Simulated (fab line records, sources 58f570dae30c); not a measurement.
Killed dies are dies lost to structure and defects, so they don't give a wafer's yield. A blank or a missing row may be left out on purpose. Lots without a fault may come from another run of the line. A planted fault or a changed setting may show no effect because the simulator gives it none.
Which tool did it? | flow berkeley_cmos170 | 13 lots, 39 wafers sampled, at 6 steps of a route of 331

WHAT THE GAUGES READ, wafer by wafer
UCB170_PWELL_THK_MEAS_03. Usual: PWELL_OXIDE_THK 26.4 nm, standard deviation 0.43.
lot  | measured    | on            | PWELL_OXIDE_THK (nm) | flag
L844 | day 3 01:29 | film_metro-04 | 26.4 26.0 26.1       |
L845 | day 3 09:19 | film_metro-01 | 26.2 26.1 26.5       |
L849 | day 3 23:22 | film_metro-01 | 26.5 26.5 26.5       |
L848 | day 3 23:23 | film_metro-04 | 26.9 26.8 27.3       |
L850 | day 4 07:49 | film_metro-04 | 25.7 25.6 25.8       |
L851 | day 4 07:50 | film_metro-01 | 26.8 26.3 26.2       |
L854 | day 5 08:04 | film_metro-03 | 26.5 26.0 25.9       |
L861 | day 6 21:58 | film_metro-01 | 26.8 26.6 27.2       |
L862 | day 6 22:01 | film_metro-04 | 27.0 27.0 26.9       |
L863 | day 6 22:02 | film_metro-01 | 26.3 25.8 26.2       |
L864 | day 7 06:18 | film_metro-03 | 26.1 26.1 26.4       |
L865 | day 7 06:18 | film_metro-04 | 26.9 26.6 26.4       |
L867 | day 8 03:11 | film_metro-03 | 26.4 26.2 26.9       |

UCB170_ACTIVE_CD_MEAS_90: target cd 1200 nm. Usual: cd_nm 1200.1 nm, standard deviation 1.4.
lot  | measured     | on        | cd_nm (nm)           | flag
L844 | day 4 19:08  | cd_sem-01 | 1199.7 1199.6 1198.8 |
L845 | day 5 04:35  | cd_sem-02 | 1199.8 1200.4 1200.2 |
L849 | day 5 20:52  | cd_sem-02 | 1202.5 1201.6 1203.3 |
L848 | day 5 21:14  | cd_sem-02 | 1201.8 1200.5 1201.9 |
L850 | day 6 05:10  | cd_sem-01 | 1201.3 1203.0 1201.9 |
L851 | day 6 04:54  | cd_sem-02 | 1199.1 1198.9 1200.5 |
L854 | day 7 09:36  | cd_sem-02 | 1200.8 1201.4 1200.4 |
L861 | day 8 19:04  | cd_sem-01 | 1199.8 1200.3 1199.6 |
L862 | day 8 19:18  | cd_sem-01 | 1199.1 1199.6 1199.0 |
L863 | day 8 19:11  | cd_sem-02 | 1201.0 1200.4 1200.9 |
L864 | day 9 05:15  | cd_sem-01 | 1199.4 1199.9 1199.5 |
L865 | day 9 05:50  | cd_sem-02 | 1202.6 1203.6 1203.3 |
L867 | day 10 04:53 | cd_sem-01 | 1200.7 1201.4 1202.0 |

UCB170_SCREENOX_THK_MEAS_02. Usual: SCREENOX_OXIDE_THK 14.22 nm, standard deviation 0.22.
lot  | measured     | on            | SCREENOX_OXIDE_THK (nm) | flag
L844 | day 6 03:26  | film_metro-01 | 13.73 14.04 13.77       |
L845 | day 6 09:31  | film_metro-02 | 14.25 14.53 14.46       |
L849 | day 7 07:44  | film_metro-04 | 14.55 14.70 14.60       |
L848 | day 7 07:45  | film_metro-02 | 13.98 13.57 13.88       |
L850 | day 7 18:10  | film_metro-02 | 14.46 14.39 14.29       |
L851 | day 7 18:11  | film_metro-04 | 14.42 14.06 14.28       |
L854 | day 8 19:58  | film_metro-04 | 14.30 14.39 14.39       |
L861 | day 10 03:34 | film_metro-02 | 14.24 14.24 14.32       |
L862 | day 10 03:34 | film_metro-04 | 14.25 14.17 14.30       |
L863 | day 10 03:34 | film_metro-01 | 14.27 14.34 14.40       |
L864 | day 10 12:58 | film_metro-01 | 14.27 14.16 14.32       |
L865 | day 10 12:58 | film_metro-04 | 14.13 14.27 14.27       |
L867 | day 11 13:05 | film_metro-04 | 14.48 14.08 14.71       |

UCB170_NVT_OVL_MEAS_06. Usual: NVT_OVL -3 nm, standard deviation 5.2.
lot  | measured     | on         | NVT_OVL (nm) | flag
L844 | day 6 07:50  | overlay-01 | -1 2 -6      |
L845 | day 6 16:03  | overlay-02 | -4 -10 -5    |
L849 | day 7 14:27  | overlay-02 | -13 -11 -7   |
L848 | day 7 14:11  | overlay-01 | -3 -3 -4     |
L850 | day 8 02:47  | overlay-02 | -1 -8 -4     |
L851 | day 8 02:41  | overlay-02 | 1 0 2        |
L854 | day 9 01:43  | overlay-01 | - - -        | OFF
L861 | day 10 10:02 | overlay-02 | 0 2 4        |
L862 | day 10 09:52 | overlay-02 | 1 1 -1       |
L863 | day 10 09:29 | overlay-01 | 0 0 5        |
L864 | day 10 21:14 | overlay-01 | 11 5 6       |
L865 | day 10 21:43 | overlay-02 | -2 -5 -5     |
L867 | day 11 16:40 | overlay-02 | -2 7 2       |

UCB170_NVT_TW_MEAS_09. Usual: NVT_TW 525.0, standard deviation 2.6.
lot  | measured     | on            | NVT_TW            | flag
L844 | day 6 08:07  | film_metro-01 | 524.9 526.6 525.8 |
L845 | day 6 16:20  | film_metro-02 | 524.4 525.3 522.4 |
L849 | day 7 14:44  | film_metro-01 | 523.1 526.7 526.4 |
L848 | day 7 14:28  | film_metro-01 | 521.0 517.9 525.9 |
L850 | day 8 03:05  | film_metro-01 | 524.0 521.8 520.4 |
L851 | day 8 02:58  | film_metro-03 | 531.9 526.8 526.1 |
L854 | day 9 02:01  | film_metro-03 | 29.8 29.7 29.8    | OFF
L861 | day 10 10:19 | film_metro-01 | 521.9 525.6 520.9 |
L862 | day 10 10:10 | film_metro-02 | 528.6 524.4 525.7 |
L863 | day 10 09:46 | film_metro-02 | 523.9 523.5 524.7 |
L864 | day 10 21:31 | film_metro-02 | 526.3 526.5 523.2 |
L865 | day 10 22:00 | film_metro-02 | 522.8 524.1 527.5 |
L867 | day 11 16:58 | film_metro-03 | 528.0 528.0 525.6 |

WHICH TOOL RAN EACH LOT (tool, then ch and the chambers of the sampled wafers, then the start)
lot  | UCB170_NVT_EXPOSE_03
L844 | krf_scanner-02 ch 0, day 6 07:26
L845 | krf_scanner-01 ch 0, day 6 15:40
L849 | krf_scanner-02 ch 0, day 7 13:54
L848 | krf_scanner-02 ch 0, day 7 13:49
L850 | krf_scanner-02 ch 0, day 8 02:24
L851 | krf_scanner-02 ch 0, day 8 02:19
L854 | krf_scanner-01 ch 0, day 9 00:56
L861 | krf_scanner-02 ch 0, day 10 08:43
L862 | krf_scanner-02 ch 0, day 10 08:37
L863 | krf_scanner-02 ch 0, day 10 08:22
L864 | krf_scanner-01 ch 0, day 10 20:50
L865 | krf_scanner-01 ch 0, day 10 21:19
L867 | krf_scanner-01 ch 0, day 11 16:17
- UCB170_NVT_EXPOSE_03: exposes mask PWELL, target cd 3000 nm.

WHAT THE TOOLS THEMSELVES READ (means of the sampled wafers that have a number; where no wafer has one, the mark that the record gives instead)
UCB170_NVT_EXPOSE_03. Usual: focus_offset_nm 0.0 nm, standard deviation 0.52.
lot  | tool           | focus_offset_nm (nm) | flag
L844 | krf_scanner-02 | -0.3                 |
L845 | krf_scanner-01 | -0.1                 |
L849 | krf_scanner-02 | 0.5                  |
L848 | krf_scanner-02 | -0.3                 |
L850 | krf_scanner-02 | 0.1                  |
L851 | krf_scanner-02 | -0.6                 |
L854 | krf_scanner-01 | 0.7                  |
L861 | krf_scanner-02 | 0.0                  |
L862 | krf_scanner-02 | 0.2                  |
L863 | krf_scanner-02 | -0.2                 |
L864 | krf_scanner-01 | 0.1                  |
L865 | krf_scanner-01 | -0.3                 |
L867 | krf_scanner-01 | -0.6                 |

THE ANSWER, worked out from the rows above alone
Rule: a lot is off if the mean of its wafers that have a number lies more than 3 standard deviations from the usual mean. A lot without any number at a reading at which 4 lots or more have one is off too. The other lots that the step has rows for count as sound. The gauges are gone through in route order, then the tools' own readings, and for those a lot's mean is taken as printed above. The first step at which some lot is off is used, and at that step the reading that is off furthest; a lot without a number counts as furthest.
Off: L854, at UCB170_NVT_OVL_MEAS_06 (NVT_OVL). Without a number there: L854.
A tool fits if, at a process step before that reading, it ran every lot that is off, and no sound lot after the first of them. The gauges at UCB170_NVT_OVL_MEAS_06 aren't tried: what is off there is off at UCB170_NVT_TW_MEAS_09 too, on other tools, and a gauge's error can't cause that. None of those tried fits.

WHAT THE SIMULATOR HAD PUT IN
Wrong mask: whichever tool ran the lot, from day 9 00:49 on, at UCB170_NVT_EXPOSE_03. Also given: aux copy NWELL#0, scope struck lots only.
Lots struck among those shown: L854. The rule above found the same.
